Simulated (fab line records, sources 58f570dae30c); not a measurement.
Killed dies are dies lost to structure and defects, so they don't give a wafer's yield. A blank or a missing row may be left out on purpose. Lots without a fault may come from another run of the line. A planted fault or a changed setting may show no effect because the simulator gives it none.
Which tool did it? | flow berkeley_cmos170 | 14 lots, 42 wafers sampled, at 1 step of a route of 331

WHAT THE GAUGES READ, wafer by wafer
UCB170_PSD_CD_MEAS_06: target cd 1200 nm. Usual: cd_nm 1200.1 nm, standard deviation 1.5.
lot  | measured     | on        | cd_nm (nm)           | flag
L511 | day 7 12:59  | cd_sem-02 | 1201.8 1200.6 1201.7 |
L507 | day 7 13:05  | cd_sem-01 | 1198.9 1199.4 1201.3 |
L508 | day 7 14:47  | cd_sem-02 | 1201.2 1200.7 1200.9 |
L510 | day 7 14:56  | cd_sem-01 | 1200.5 1200.2 1202.2 |
L509 | day 7 15:35  | cd_sem-01 | 1199.2 1198.6 1199.6 |
L512 | day 8 14:54  | cd_sem-01 | 1202.6 1202.5 1201.9 |
L515 | day 9 02:07  | cd_sem-02 | 1198.5 1197.7 1197.7 |
L516 | day 9 03:12  | cd_sem-01 | 1202.0 1201.2 1202.4 |
L520 | day 10 02:23 | cd_sem-01 | 1198.5 1198.8 1198.9 |
L518 | day 10 02:43 | cd_sem-02 | 1200.8 1200.2 1200.3 |
L521 | day 10 02:59 | cd_sem-01 | 1200.6 1202.2 1200.0 |
L523 | day 10 10:13 | cd_sem-02 | 1199.1 1199.4 1198.4 |
L526 | day 11 03:27 | cd_sem-02 | 1200.3 1201.2 1200.0 |
L527 | day 11 15:14 | cd_sem-02 | 1197.5 1198.9 1197.8 |

WHICH TOOL RAN EACH LOT (tool, then ch and the chambers of the sampled wafers, then the start)
The record holds no process step before these readings.

WHAT THE TOOLS THEMSELVES READ (means of the sampled wafers that have a number; where no wafer has one, the mark that the record gives instead)
The record holds no such reading with a usual standard deviation.

THE ANSWER, worked out from the rows above alone
Rule: a lot is off if the mean of its wafers that have a number lies more than 3 standard deviations from the usual mean. A lot without any number at a reading at which 4 lots or more have one is off too. The other lots that the step has rows for count as sound. The gauges are gone through in route order, then the tools' own readings, and for those a lot's mean is taken as printed above. The first step at which some lot is off is used, and at that step the reading that is off furthest; a lot without a number counts as furthest.
No lot is off at any reading shown: from this, nothing can be told.

WHAT THE SIMULATOR HAD PUT IN
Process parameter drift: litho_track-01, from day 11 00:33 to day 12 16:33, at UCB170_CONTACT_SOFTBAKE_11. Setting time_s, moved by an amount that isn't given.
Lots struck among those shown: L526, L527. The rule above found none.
